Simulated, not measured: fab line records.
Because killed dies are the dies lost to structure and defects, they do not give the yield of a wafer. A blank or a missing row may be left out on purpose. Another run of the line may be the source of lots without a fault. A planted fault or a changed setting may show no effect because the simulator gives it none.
The tool behind it: which one? | flow rit_cmos | Sampling: 7 lots, 21 wafers, 2 of 202 route steps

== WHAT THE GAUGES READ, wafer by wafer ==
RIT_CONTACT_THK_MEAS_01.
lot  | measured    | on            | CONTACT_TEOS_THK (nm)
L167 | day 3 18:47 | film_metro-03 | 402 408 403
L171 | day 4 17:14 | film_metro-04 | 404 406 403
L174 | day 5 02:10 | film_metro-04 | 395 407 401
L176 | day 5 14:43 | film_metro-02 | 403 404 411
L179 | day 6 06:45 | film_metro-03 | 404 403 409
L184 | day 7 07:50 | film_metro-02 | 348 342 349
L188 | day 8 01:50 | film_metro-02 | 399 398 407

== EACH LOT AND THE TOOL THAT RAN IT (in order: tool; ch and the chambers of the sampled wafers; start) ==
lot  | RIT_CONTACT_CVD_00
L167 | pecvd-03 ch 0,1, day 3 18:43
L171 | pecvd-02 ch 0,1, day 4 17:11
L174 | pecvd-02 ch 0,1, day 5 02:06
L176 | pecvd-03 ch 0,2, day 5 14:40
L179 | pecvd-03 ch 1,2, day 6 06:41
L184 | pecvd-01 ch 0,2, day 7 07:46
L188 | pecvd-03 ch 0,1,2, day 8 01:46
- RIT_CONTACT_CVD_00: deposits SiO2 from TEOS, target thk 400 nm, time 61 s.

== THE ANSWER, worked out from the rows above alone ==
Rule: the usual values come from the lots themselves. The widest of any qualifying gaps counts: lots, ordered by their means at a reading, are off when they make up no more than a third of the lots, leave a main group of 4 or more, and stand apart from it by 3 or more times the standard deviation of that group's means. If all means in a main group match to the digits the tables above print for the reading, that group is not used. Also off: a lot with no number at a reading for which 4 or more lots have one. Where the step has rows for the other lots, those lots are counted as sound.
Off: L184, at RIT_CONTACT_THK_MEAS_01 (CONTACT_TEOS_THK). The main group has a mean of 404 nm with a standard deviation of 1.9.
A tool fits if, at a process step before that reading, it ran every lot that is off, and no sound lot after the first of them. The gauges at RIT_CONTACT_THK_MEAS_01 are tried like those tools. One candidate fits, namely pecvd-01 at RIT_CONTACT_CVD_00. It ran no sound lot before its first lot that is off in this sample, so the start can't be narrowed down.

== WHAT THE SIMULATOR PUT IN ==
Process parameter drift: pecvd-01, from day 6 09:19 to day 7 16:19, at RIT_CONTACT_CVD_00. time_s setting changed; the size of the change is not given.
Lots struck among those shown: L184. The rule above reached the same finding.
